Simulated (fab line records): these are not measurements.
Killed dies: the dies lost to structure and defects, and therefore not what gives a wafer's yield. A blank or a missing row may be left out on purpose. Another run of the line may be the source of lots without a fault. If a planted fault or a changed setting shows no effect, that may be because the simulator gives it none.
fab line records -- flow berkeleyCmos170
record lots=14, wafers=42, lastDay=13
route steps=331 shown PVT@122 SILICIDE@214 CONTACT@232 M1@250
lots that met no fault: from a run of the same line without faults
startH: hours from the record's opening day to when the first of the lot's shown wafers began -- waitH: hours from the lot's prior step to this one -- " same as the row above -- L1.1+2: a row that stands for several wafers -- - either no value or no given start -- * or withheld: withheld -- < > ~ a bound
route shown NAME@n: NAME is a module with steps in the file, n the number in the route of the first one -- usual: mean/standard deviation taken from wafers without a fault -- same: alike in all rows -- chamber/n: place in a boat -- sites: the reading at each site -- _std_site: standard deviation across them -- _edge_site: inner sites' mean taken away from outer sites' mean -- radiusMm: for every site, how far away it sits from the centre of the wafer -- mask NAME#n: copy n -- behind: the last tool/chamber to shape the wafer -- hold: reason for holding the lot/hours on hold/outcome of the hold -- device: the n, p or np transistor that did not switch -- end of line: tests of these same wafers at the route's end -- where a step has no rows: the recipe by itself -- killed: not the wafer's yield, but the dies lost to structure and defects at the first sort -- map: shows each die of a wafer: x if killed, . if not, _ if none is there
set.NAME: setting as actually run; set.NAME@STEP: the setting as run at that earlier step -- model.NAME: the simulator's own value behind a step, which no gauge read
a sample of lots followed through the steps of the route, with each step as a table and each wafer as a row
services: a tool's chamber out of use, with start hour (startH, from the record's first day; less than 0 if before it), hours out, and reason
## steps
# step UCB170_PVT_IMPLANT_07
# recipe species=P, doseCm2=2e+12, energyKev=30, tiltDeg=7
lot.wafer,tool,chamber,startH,waitH
L547.2+4+5,implanter-02,0,143.18,0.0
L549.1+4+6,implanter-03,0,143.31,0.0
L548.4+5+6,implanter-04,0,143.34,0.1
L550.2+3+5,implanter-03,0,153.24,0.0
L552.2+3+6,implanter-03,0,172.87,0.0
L554.1+2+3,implanter-04,0,173.10,0.0
L554.1+2+3,implanter-04,0,173.42,0.3
L551.2+3+6,implanter-02,0,173.23,0.0
L556.1+4+5,implanter-04,0,189.24,0.0
L557.2+5+6,implanter-04,0,205.92,0.0
L557.2+5+6,implanter-04,0,206.24,0.3
L564.3+4+5,implanter-03,0,240.24,0.1
L562.3+5+6,implanter-04,0,240.52,0.1
L566.2+5+6,implanter-03,0,252.74,0.0
L565.2+3+5,implanter-02,0,252.85,0.0
L567.2+3+5,implanter-04,0,253.01,0.0
# step UCB170_PVT_TW_MEAS_09
# usual PVT_TW=506/3.4
lot.wafer,tool,chamber,startH,waitH,PVT_TW
L547.2,filmMetro-01,-,143.41,0.1,505
L547.4,filmMetro-01,-,143.41,0.1,506
L547.5,filmMetro-01,-,143.41,0.1,509
L548.4,filmMetro-03,-,143.55,0.1,502
L548.5,filmMetro-03,-,143.55,0.1,500
L548.6,filmMetro-03,-,143.55,0.1,504
L549.1,filmMetro-03,-,143.58,0.1,503
L549.4,filmMetro-03,-,143.58,0.1,503
L549.6,filmMetro-03,-,143.58,0.1,501
L550.2,filmMetro-01,-,153.48,0.1,507
L550.3,filmMetro-01,-,153.48,0.1,509
L550.5,filmMetro-01,-,153.48,0.1,505
L552.2,filmMetro-03,-,173.10,0.1,501
L552.3,filmMetro-03,-,173.10,0.1,504
L552.6,filmMetro-03,-,173.10,0.1,503
L551.2,filmMetro-01,-,173.47,0.1,505
L551.3,filmMetro-01,-,173.47,0.1,508
L551.6,filmMetro-01,-,173.47,0.1,511
L554.1,filmMetro-02,-,173.67,0.1,627
L554.2,filmMetro-02,-,173.67,0.1,625
L554.3,filmMetro-02,-,173.67,0.1,628
L556.1,filmMetro-02,-,189.49,0.1,503
L556.4,filmMetro-02,-,189.49,0.1,505
L556.5,filmMetro-02,-,189.49,0.1,508
L557.2,filmMetro-03,-,206.48,0.1,621
L557.5,filmMetro-03,-,206.48,0.1,618
L557.6,filmMetro-03,-,206.48,0.1,622
L564.3,filmMetro-02,-,240.46,0.1,505
L564.4,filmMetro-02,-,240.46,0.1,506
L564.5,filmMetro-02,-,240.46,0.1,503
L562.3,filmMetro-01,-,240.74,0.1,510
L562.5,filmMetro-01,-,240.74,0.1,513
L562.6,filmMetro-01,-,240.74,0.1,513
L566.2,filmMetro-03,-,252.97,0.1,505
L566.5,filmMetro-03,-,252.97,0.1,506
L566.6,filmMetro-03,-,252.97,0.1,504
L565.2,filmMetro-01,-,253.09,0.1,512
L565.3,filmMetro-01,-,253.09,0.1,512
L565.5,filmMetro-01,-,253.09,0.1,514
L567.2,filmMetro-02,-,253.25,0.1,504
L567.3,filmMetro-02,-,253.25,0.1,505
L567.5,filmMetro-02,-,253.25,0.1,503
# step UCB170_SILICIDE_RTA_04
# recipe tempC=650, timeS=15, ambient=N2
# usual lampPowerPct=7.65/0.16, wafer_temp_C_max=653.0/0.8
lot.wafer,tool,chamber,startH,waitH,lampPowerPct,wafer_temp_C_max
L547.2,rtpAnneal-02,0,187.04,0.1,7.80,653.0
L547.4,rtpAnneal-02,0,187.04,0.1,7.81,654.0
L547.5,rtpAnneal-02,0,187.04,0.1,7.81,652.7
L548.4,rtpAnneal-01,0,187.38,0.1,7.48,652.5
L548.5,rtpAnneal-01,0,187.38,0.1,7.50,653.0
L548.6,rtpAnneal-01,0,187.38,0.1,7.51,651.9
L549.1,rtpAnneal-02,0,187.60,0.1,7.81,653.0
L549.4,rtpAnneal-02,0,187.60,0.1,7.82,653.8
L549.6,rtpAnneal-02,0,187.60,0.1,7.80,653.8
L550.2,rtpAnneal-01,0,187.87,0.1,7.50,652.0
L550.3,rtpAnneal-01,0,187.87,0.1,7.49,652.6
L550.5,rtpAnneal-01,0,187.87,0.1,7.48,652.0
L552.2,rtpAnneal-01,0,216.44,0.1,7.49,652.0
L552.3,rtpAnneal-01,0,216.44,0.1,7.50,652.4
L552.6,rtpAnneal-01,0,216.44,0.1,7.49,651.9
L554.1,rtpAnneal-02,0,216.61,0.1,7.80,653.6
L554.2,rtpAnneal-02,0,216.61,0.1,7.80,652.9
L554.3,rtpAnneal-02,0,216.61,0.1,7.81,654.4
L551.2,rtpAnneal-02,0,216.97,0.1,7.81,652.9
L551.3,rtpAnneal-02,0,216.97,0.1,7.79,653.0
L551.6,rtpAnneal-02,0,216.97,0.1,7.81,653.3
L556.1,rtpAnneal-02,0,227.52,0.1,7.81,653.8
L556.4,rtpAnneal-02,0,227.52,0.1,7.81,653.8
L556.5,rtpAnneal-02,0,227.52,0.1,7.79,653.6
L557.2,rtpAnneal-02,0,240.24,0.1,7.80,652.9
L557.5,rtpAnneal-02,0,240.24,0.1,7.81,652.9
L557.6,rtpAnneal-02,0,240.24,0.1,7.80,653.8
L564.3,rtpAnneal-01,0,276.17,0.1,7.50,653.3
L564.4,rtpAnneal-01,0,276.17,0.1,7.50,652.0
L564.5,rtpAnneal-01,0,276.17,0.1,7.50,652.5
L562.3,rtpAnneal-01,0,276.90,0.1,7.50,652.0
L562.5,rtpAnneal-01,0,276.90,0.1,7.49,651.8
L562.6,rtpAnneal-01,0,276.90,0.1,7.48,653.2
L566.2,rtpAnneal-02,0,287.99,0.1,7.80,654.9
L566.5,rtpAnneal-02,0,287.99,0.1,7.81,652.8
L566.6,rtpAnneal-02,0,287.99,0.1,7.81,653.5
L567.2,rtpAnneal-01,0,288.19,0.1,7.49,652.8
L567.3,rtpAnneal-01,0,288.19,0.1,7.49,652.5
L567.5,rtpAnneal-01,0,288.19,0.1,7.50,653.8
L565.2,rtpAnneal-02,0,288.75,0.1,7.80,653.9
L565.3,rtpAnneal-02,0,288.75,0.1,7.80,653.4
L565.5,rtpAnneal-02,0,288.75,0.1,7.79,652.6
# step UCB170_CONTACT_OVL_MEAS_16
# usual CONTACT_OVL=-1/5.2
lot.wafer,tool,chamber,startH,waitH,CONTACT_OVL[nm]
L547.2,overlay-01,-,191.03,0.1,5
L547.4,overlay-01,-,191.03,0.1,3
L547.5,overlay-01,-,191.03,0.1,16
L548.4,overlay-02,-,191.46,0.1,1
L548.5,overlay-02,-,191.46,0.1,2
L548.6,overlay-02,-,191.46,0.1,-1
L550.2,overlay-02,-,193.07,0.1,7
L550.3,overlay-02,-,193.07,0.1,3
L550.5,overlay-02,-,193.07,0.1,5
L549.1,overlay-02,-,193.34,0.1,-5
L549.4,overlay-02,-,193.34,0.1,-6
L549.6,overlay-02,-,193.34,0.1,-4
L552.2,overlay-02,-,220.45,0.1,-2
L552.3,overlay-02,-,220.45,0.1,4
L552.6,overlay-02,-,220.45,0.1,7
L554.1,overlay-02,-,220.68,0.1,6
L554.2,overlay-02,-,220.68,0.1,0
L554.3,overlay-02,-,220.68,0.1,6
L551.2,overlay-01,-,222.48,0.1,3
L551.3,overlay-01,-,222.48,0.1,-5
L551.6,overlay-01,-,222.48,0.1,1
L556.1,overlay-01,-,232.49,0.1,-1
L556.4,overlay-01,-,232.49,0.1,-2
L556.5,overlay-01,-,232.49,0.1,1
L557.2,overlay-01,-,245.09,0.1,-8
L557.5,overlay-01,-,245.09,0.1,0
L557.6,overlay-01,-,245.09,0.1,-7
L564.3,overlay-02,-,280.19,0.1,-11
L564.4,overlay-02,-,280.19,0.1,-8
L564.5,overlay-02,-,280.19,0.1,-12
L562.3,overlay-02,-,281.97,0.1,1
L562.5,overlay-02,-,281.97,0.1,2
L562.6,overlay-02,-,281.97,0.1,-5
L566.2,overlay-01,-,293.32,0.1,3
L566.5,overlay-01,-,293.32,0.1,-2
L566.6,overlay-01,-,293.32,0.1,0
L567.2,overlay-02,-,293.61,0.1,0
L567.3,overlay-02,-,293.61,0.1,7
L567.5,overlay-02,-,293.61,0.1,4
L565.2,overlay-02,-,293.94,0.1,8
L565.3,overlay-02,-,293.94,0.1,2
L565.5,overlay-02,-,293.94,0.1,5
# step UCB170_M1_METAL_ETCH_12
# recipe chemistry=Cl2/BCl3, target=Al, stopOn=PSG, pressureMtorr=12, targetDepthA=7800, overEtchFrac=0.3, timeS=130, icpW=600, biasW=120, Cl2_flow_sccm=90, bcl3FlowSccm=45
# usual drypumpMotorCurrentA=5.7/0.56, heBacksideLeakSccm=3.3/0.33, oesProductAu=0.848/0.012, throttleValvePct=24.48/0.14
lot.wafer,tool,chamber,startH,waitH,drypumpMotorCurrentA,heBacksideLeakSccm,oesProductAu,rfHoursCounterH,throttleValvePct
L547.2,rieMetal-04,0,193.46,-,4.8,3.4,0.852,-,24.48
L547.4,rieMetal-04,0,193.46,-,4.8,3.4,0.857,-,24.47
L547.5,rieMetal-04,0,193.46,-,4.8,3.5,0.860,-,24.47
L548.4,rieMetal-03,1,193.69,-,6.4,3.3,0.851,-,24.47
L548.5,rieMetal-03,0,193.69,-,6.3,3.2,0.833,-,24.28
L548.6,rieMetal-03,1,193.69,-,6.4,3.3,0.853,-,24.48
L550.2,rieMetal-02,0,194.95,-,5.8,3.2,0.865,0,24.58
L550.3,rieMetal-02,1,194.95,-,5.7,3.3,0.850,-,24.30
L550.5,rieMetal-02,0,194.95,-,5.8,3.2,0.867,-,24.59
L549.1,rieMetal-04,0,195.34,-,4.8,3.3,0.856,12,24.47
L549.4,rieMetal-04,0,195.34,-,4.8,3.4,0.851,-,24.48
L549.6,rieMetal-04,0,195.34,-,4.8,3.6,0.855,-,24.47
L552.2,rieMetal-04,0,222.68,-,4.8,3.5,0.868,13,24.47
L552.3,rieMetal-04,1,222.68,-,5.8,3.1,0.858,-,24.68
L552.6,rieMetal-04,0,222.68,-,4.8,3.5,0.865,-,24.47
L554.1,rieMetal-02,0,223.19,-,5.9,3.2,0.855,1,24.57
L554.2,rieMetal-02,1,223.19,-,5.7,3.3,0.859,6,24.31
L554.3,rieMetal-02,0,223.19,-,5.9,3.2,0.849,-,24.58
L551.2,rieMetal-03,1,224.45,-,6.4,3.4,0.840,6,24.49
L551.3,rieMetal-03,1,224.45,-,6.4,3.3,0.840,-,24.47
L551.6,rieMetal-03,0,224.45,-,6.3,3.0,0.837,-,24.28
L556.1,rieMetal-02,0,234.81,-,5.8,3.2,0.861,1,24.57
L556.4,rieMetal-02,1,234.81,-,5.7,3.2,0.862,-,24.31
L556.5,rieMetal-02,0,234.81,-,5.8,3.2,0.864,-,24.58
L557.2,rieMetal-04,1,247.08,-,5.8,2.9,0.862,1,24.69
L557.5,rieMetal-04,1,247.08,-,5.8,3.1,0.853,-,24.69
L557.6,rieMetal-04,0,247.08,-,4.8,3.6,0.843,-,24.48
L564.3,rieMetal-03,1,282.71,-,6.4,3.2,0.849,-,24.47
L564.4,rieMetal-03,0,282.71,-,6.3,3.2,0.827,-,24.29
L564.5,rieMetal-03,0,282.71,-,6.3,3.4,0.825,-,24.30
L562.3,rieMetal-04,1,284.15,-,5.8,3.2,0.844,-,24.68
L562.5,rieMetal-04,1,284.15,-,5.8,3.1,0.857,-,24.68
L562.6,rieMetal-04,1,284.15,-,5.7,3.1,0.846,-,24.69
L566.2,rieMetal-04,1,295.32,-,5.8,3.1,0.846,2,24.69
L566.5,rieMetal-04,0,295.32,-,4.8,3.7,0.831,-,24.46
L566.6,rieMetal-04,1,295.32,-,5.7,3.2,0.851,-,24.66
L567.2,rieMetal-02,0,295.64,-,5.8,3.1,0.862,3,24.58
L567.3,rieMetal-02,1,295.64,-,5.7,3.4,0.859,-,24.29
L567.5,rieMetal-02,0,295.64,-,5.8,3.2,0.864,-,24.56
L565.2,rieMetal-03,0,295.94,-,6.3,2.9,0.839,11,24.27
L565.3,rieMetal-03,0,295.94,-,6.2,2.9,0.829,-,24.27
L565.5,rieMetal-03,0,295.94,-,6.2,2.9,0.823,-,24.30
## services
tool,chamber,startH,hours,kind
implanter-03,-,143.52,4.7,pm
implanter-03,-,148.23,3.1,pm
implanter-04,-,151.95,2.7,repair
rtpAnneal-01,-,155.40,4.4,pm
rieMetal-04,1,164.40,29.8,repair
rieMetal-02,0,176.95,-,clean
rieMetal-02,0,176.95,13.9,scheduledDown
rieMetal-02,0,176.95,13.9,ventCycle
implanter-03,-,191.79,6.5,repair
rieMetal-04,1,194.22,-,clean
rieMetal-04,1,194.22,13.7,scheduledDown
rieMetal-04,1,194.22,13.7,ventCycle
implanter-04,-,209.94,3.7,repair
rieMetal-04,1,210.89,10.0,repair
rieMetal-04,0,227.77,1.2,repair
rieMetal-04,1,235.93,9.3,repair
rieMetal-04,0,265.84,-,clean
rieMetal-04,0,265.84,22.9,scheduledDown
rieMetal-04,0,265.84,22.9,ventCycle
rieMetal-02,-,270.80,2.8,pm
## key
firstSign step=UCB170_PVT_IMPLANT_07, reading=visit, direction=added
effect step=UCB170_PVT_TW_MEAS_09, reading=PVT_TW, direction=up, sigmas=34, usual=506, struck=623
metAt UCB170_PVT_IMPLANT_07
struckLots L554,L557
testerLeftOut L554,L557
notActingAt UCB170_SILICIDE_RTA_04,UCB170_CONTACT_OVL_MEAS_16,UCB170_M1_METAL_ETCH_12
fault kind=repeatedStepWhole, tool=implanter-02,implanter-03,implanter-04, chamber=-, onsetH=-, steps=UCB170_PVT_IMPLANT_07, times=1, scope=struckLotsOnly
# testerLeftOut: of these lots the tester's yield and bins aren't shown, on N5 and GAA mostly nor the transistor test; their killed dies are dies lost to structure and defects alone, not to doping, threshold or leakage, so they don't give the yield
